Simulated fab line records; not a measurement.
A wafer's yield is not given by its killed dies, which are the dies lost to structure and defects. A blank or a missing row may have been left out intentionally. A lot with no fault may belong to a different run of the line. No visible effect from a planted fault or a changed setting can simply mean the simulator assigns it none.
The tool behind it: which one? || flow rit_cmos || Sampling: 14 lots, 42 wafers, 2 of 202 route steps

WHAT EACH GAUGE READ, for each wafer
The record holds no reading of a measuring or inspecting step that can be judged against a usual standard deviation.

WHICH TOOL RAN EACH LOT (tool, then ch and the chambers of the sampled wafers, then the start)
{"lot": "L135", "RIT_PLDD_STRIP_09": "plasma_asher-03 ch 0,1, day 3 00:17", "RIT_M1_PROBE_99": "-"}
{"lot": "L136", "RIT_PLDD_STRIP_09": "plasma_asher-01 ch 0,1, day 3 04:28", "RIT_M1_PROBE_99": "-"}
{"lot": "L137", "RIT_PLDD_STRIP_09": "plasma_asher-02 ch 0,1, day 3 11:28", "RIT_M1_PROBE_99": "-"}
{"lot": "L138", "RIT_PLDD_STRIP_09": "plasma_asher-01 ch 0,1, day 3 12:07", "RIT_M1_PROBE_99": "-"}
{"lot": "L139", "RIT_PLDD_STRIP_09": "plasma_asher-03 ch 0,1, day 3 18:18", "RIT_M1_PROBE_99": "-"}
{"lot": "L140", "RIT_PLDD_STRIP_09": "plasma_asher-03 ch 0,1, day 3 22:22", "RIT_M1_PROBE_99": "-"}
{"lot": "L141", "RIT_PLDD_STRIP_09": "plasma_asher-01 ch 0,1, day 4 02:38", "RIT_M1_PROBE_99": "-"}
{"lot": "L143", "RIT_PLDD_STRIP_09": "plasma_asher-02 ch 0,1, day 4 15:36", "RIT_M1_PROBE_99": "-"}
{"lot": "L144", "RIT_PLDD_STRIP_09": "plasma_asher-01 ch 0,1, day 4 18:34", "RIT_M1_PROBE_99": "-"}
{"lot": "L148", "RIT_PLDD_STRIP_09": "plasma_asher-03 ch 0, day 5 13:17", "RIT_M1_PROBE_99": "-"}
{"lot": "L151", "RIT_PLDD_STRIP_09": "plasma_asher-02 ch 0,1, day 6 14:25", "RIT_M1_PROBE_99": "prober-02, day 7 04:13"}
{"lot": "L153", "RIT_PLDD_STRIP_09": "plasma_asher-02 ch 0, day 6 18:41", "RIT_M1_PROBE_99": "prober-02, day 7 08:46"}
{"lot": "L157", "RIT_PLDD_STRIP_09": "plasma_asher-01 ch 0,1, day 7 17:06", "RIT_M1_PROBE_99": "-"}
{"lot": "L158", "RIT_PLDD_STRIP_09": "plasma_asher-03 ch 0,1, day 7 21:17", "RIT_M1_PROBE_99": "-"}
- RIT_PLDD_STRIP_09: strips in O2, time 180 s.
- RIT_M1_PROBE_99

WHAT THE TOOLS THEMSELVES READ (means of the sampled wafers that have a number; where no wafer has one, the mark that the record gives instead)
RIT_PLDD_STRIP_09.
{"lot": "L135", "tool": "plasma_asher-03", "drypump_motor_current_A (A)": 6.03, "rf_refl_power_W (W)": 7.0}
{"lot": "L136", "tool": "plasma_asher-01", "drypump_motor_current_A (A)": 5.66, "rf_refl_power_W (W)": 6.1}
{"lot": "L137", "tool": "plasma_asher-02", "drypump_motor_current_A (A)": 5.82, "rf_refl_power_W (W)": 5.9}
{"lot": "L138", "tool": "plasma_asher-01", "drypump_motor_current_A (A)": 5.65, "rf_refl_power_W (W)": 6.1}
{"lot": "L139", "tool": "plasma_asher-03", "drypump_motor_current_A (A)": 6.07, "rf_refl_power_W (W)": 7.1}
{"lot": "L140", "tool": "plasma_asher-03", "drypump_motor_current_A (A)": 6.02, "rf_refl_power_W (W)": 7.0}
{"lot": "L141", "tool": "plasma_asher-01", "drypump_motor_current_A (A)": 5.66, "rf_refl_power_W (W)": 6.1}
{"lot": "L143", "tool": "plasma_asher-02", "drypump_motor_current_A (A)": 5.81, "rf_refl_power_W (W)": 5.9}
{"lot": "L144", "tool": "plasma_asher-01", "drypump_motor_current_A (A)": 5.64, "rf_refl_power_W (W)": 6.3}
{"lot": "L148", "tool": "plasma_asher-03", "drypump_motor_current_A (A)": 6.16, "rf_refl_power_W (W)": 7.4}
{"lot": "L151", "tool": "plasma_asher-02", "drypump_motor_current_A (A)": 5.92, "rf_refl_power_W (W)": 6.1}
{"lot": "L153", "tool": "plasma_asher-02", "drypump_motor_current_A (A)": 6.06, "rf_refl_power_W (W)": 6.4}
{"lot": "L157", "tool": "plasma_asher-01", "drypump_motor_current_A (A)": 5.67, "rf_refl_power_W (W)": 6.9}
{"lot": "L158", "tool": "plasma_asher-03", "drypump_motor_current_A (A)": 6.03, "rf_refl_power_W (W)": 7.0}

RIT_M1_PROBE_99.
{"lot": "L151", "tool": "prober-02", "killed_at_M0_to_M3": 0.0, "killed_at_contacts": 0.0, "killed_at_front_end": 37.7, "killed_dies": 37.7, "killed_open": 5.0, "killed_short": 4.0}
{"lot": "L153", "tool": "prober-02", "killed_at_M0_to_M3": 0.0, "killed_at_contacts": 0.0, "killed_at_front_end": 46.0, "killed_dies": 46.0, "killed_open": 3.3, "killed_short": 3.0}

THE ANSWER, worked out from the rows above alone
Rule: what is usual is taken from the lots themselves. Put in order of their means at a reading, lots are off if they are a third of the lots or fewer, leave a main group of 4 or more, and stand apart from it by a gap of 3 or more times the standard deviation of the main group's means; of several such gaps the widest counts. Not used: any main group whose means are identical at the precision the tables above print for the reading. Also off: a lot with no number at a reading for which 4 or more lots have one. The other lots that the step has rows for count as sound. The gauges are gone through in route order, then the tools' own readings, and for those a lot's mean is taken as printed above. At the first step where some lot is off, the reading lying furthest off is the one used; lots without a number count as furthest.
Across all readings shown, no lot is off: no conclusion can be drawn from this.

WHAT THE SIMULATOR HAD PUT IN
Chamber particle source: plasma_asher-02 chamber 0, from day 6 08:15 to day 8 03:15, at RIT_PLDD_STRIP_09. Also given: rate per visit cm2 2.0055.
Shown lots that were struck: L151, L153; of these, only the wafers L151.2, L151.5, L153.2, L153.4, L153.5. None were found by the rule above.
